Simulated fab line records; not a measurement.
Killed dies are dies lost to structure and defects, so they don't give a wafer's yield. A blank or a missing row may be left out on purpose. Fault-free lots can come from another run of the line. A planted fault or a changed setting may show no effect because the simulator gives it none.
Split-lot experiment -- flow berkeley-cmos170 -- route with 331 steps; 5 lots, 23 wafers read

THE SPLIT ITSELF
At UCB170_ZERO_COAT_01 (resist thk 900 nm), the setting spin-rpm was moved away from the recipe's 1500 rpm on 4 of the 23 wafers read, by +6.5% to +6.6%. The other wafers ran this setting at the recipe's value.

Reading taken at the split's own step.

THE READING
KrF_of_ZERO_COAT_01.thk-nm (the simulator's own value, which no gauge read), in nm, at UCB170_ZERO_COAT_01 (resist thk 900 nm). The file does not state a usual value for it. Across the 19 wafers here that went through the recipe, the average is 898.5 nm and the standard deviation 3.5 nm.

wafer,"tool, chamber at the split","spin-rpm as run, rpm",against the recipe,"KrF_of_ZERO_COAT_01.thk-nm, nm",against lot-mates on the recipe
L076.1,"litho-track-04, 0",1500,recipe,901,-
L076.2,"litho-track-04, 0",1597,+6.5%,875.8,-26.2
L076.4,"litho-track-04, 0",1500,recipe,901.2,-
L076.5,"litho-track-04, 0",1597,+6.5%,876.9,-25.1
L076.6,"litho-track-04, 0",1500,recipe,903.8,-
L077.1,"litho-track-02, 0",1500,recipe,902.8,-
L077.2,"litho-track-02, 0",1599,+6.6%,871.7,-29.0
L077.3,"litho-track-02, 0",1500,recipe,898.7,-
L077.4,"litho-track-02, 0",1500,recipe,900.7,-
L077.6,"litho-track-02, 0",1599,+6.6%,871.3,-29.4
L078.1,"litho-track-04, 0",1500,recipe,896.1,-
L078.2,"litho-track-04, 0",1500,recipe,895.3,-
L078.3,"litho-track-04, 0",1500,recipe,896.8,-
L078.5,"litho-track-04, 0",1500,recipe,894.9,-
L078.6,"litho-track-04, 0",1500,recipe,892.3,-
L079.1,"litho-track-04, 0",1500,recipe,897.2,-
L079.2,"litho-track-04, 0",1500,recipe,894.4,-
L079.3,"litho-track-04, 0",1500,recipe,894.7,-
L079.5,"litho-track-04, 0",1500,recipe,896.8,-
L079.6,"litho-track-04, 0",1500,recipe,895.5,-
L084.2,"litho-track-01, 0",1500,recipe,903.9,-
L084.3,"litho-track-01, 0",1500,recipe,902,-
L084.4,"litho-track-01, 0",1500,recipe,902.7,-

THE FIT
A straight line over all 23 wafers: KrF_of_ZERO_COAT_01.thk-nm changes by -3.76 nm for each +1% of spin-rpm; r = -0.94; the points scatter about the line by 3.5 nm.
The same after taking each lot's own level away (the mean of its wafers on the recipe; 23 wafers): -4.2 nm for each +1%; r = -0.99; scatter 1.4 nm.
That fit puts the effect of the largest move of spin-rpm on the reading at 28 nm.
Across the lots, their own levels run from 895.08 to 902.87 nm, a range of 2.2 times the standard deviation given above.
So the slope is not independent of the lot-to-lot level: the two fits are not the same.
Check: for one of the wafers moved furthest among these (+6.6%), held out of the fit, the line's prediction against its lot-mates is -27.3 nm. Against them it came out at -29 nm.

THE WHOLE CHAIN: every reading that the file lists as answering this split, in the file's order
step,what it does,reading,change (the file's fit),r (the file's)
UCB170_ZERO_COAT_01,resist thk 900 nm,"KrF_of_ZERO_COAT_01.thk-nm (the simulator's own value, which no gauge read)",-4.2 nm for each +1% of the setting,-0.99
UCB170_ZERO_STRIP_07,strips in O2,strip-time-to-endpoint-s,withheld for each +1% of the setting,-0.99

FILE'S OWN FIT
KrF_of_ZERO_COAT_01.thk-nm changes by -4.2 nm for each +1% of spin-rpm, r = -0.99.
